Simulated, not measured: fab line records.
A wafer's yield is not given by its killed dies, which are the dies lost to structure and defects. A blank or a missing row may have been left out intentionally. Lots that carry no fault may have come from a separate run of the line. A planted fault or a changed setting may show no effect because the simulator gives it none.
One fault seen from 2 desks ; flow rit_cmos ; every desk sees just its own numbers, and what lay behind them comes last

THE TOOL OWNER'S DESK: litho_track-04
The tool's own readings at RIT_ACTIVE_COAT_06 (resist thk 1000 nm): means of the sampled wafers that have a number, for each lot that ran on this tool. If a lot's mean is further than 4 standard deviations from the usual mean, the lot is out of limits and carries the mark OUT (the distance appears in the brackets).
Columns: A = resist_line_temp_C at RIT_ACTIVE_COAT_06, usual 23.03 C
lot;first seen here;A
L267;day 2 09:46;23.08
L274;day 3 20:44;23.05
L275;day 4 01:44;22.98
This desk's finding: nothing out of limits on any of the 3 lots.

FROM THE METROLOGY DESK
Means of the sampled wafers that have a number, per lot and without regard to the tool the lot ran on: this is what the gauges read. If a lot's mean is further than 4 standard deviations from the usual mean, the lot is out of limits and carries the mark OUT (the distance appears in the brackets).
Columns: A = INCOMING_BOW at RIT_ACTIVE_BOW_MEAS_00, usual -1 um; B = ACTIVE_OXIDE_THK at RIT_ACTIVE_THK_MEAS_02, usual 46.4 nm; C = ACTIVE_NITRIDE_THK at RIT_ACTIVE_THK_MEAS_04, usual 149.8 nm; D = cd_nm at RIT_ACTIVE_CD_MEAS_11, usual 1399.7 nm
lot;first seen here;A;B;C;D
L267;day 2 06:01;-4;47.3;147.6;1397.8
L270;day 2 21:01;0;46.3;148.8;1399.3
L274;day 3 17:00;2;47.2;151.7;1392.9
L275;day 3 22:00;-14;46.7;150.7;1397.3
L282;day 5 09:00;1;46.2;147.8;1400.0
L286;day 6 05:04;2;48.8;151.1;1397.1
This desk's finding: nothing out of limits on any of the 6 lots.

BROUGHT TOGETHER
Nothing out of limits was seen by the tool owner's desk.
From the metrology desk's view, nothing was out of limits.

WHAT THE SIMULATOR HAD INSERTED
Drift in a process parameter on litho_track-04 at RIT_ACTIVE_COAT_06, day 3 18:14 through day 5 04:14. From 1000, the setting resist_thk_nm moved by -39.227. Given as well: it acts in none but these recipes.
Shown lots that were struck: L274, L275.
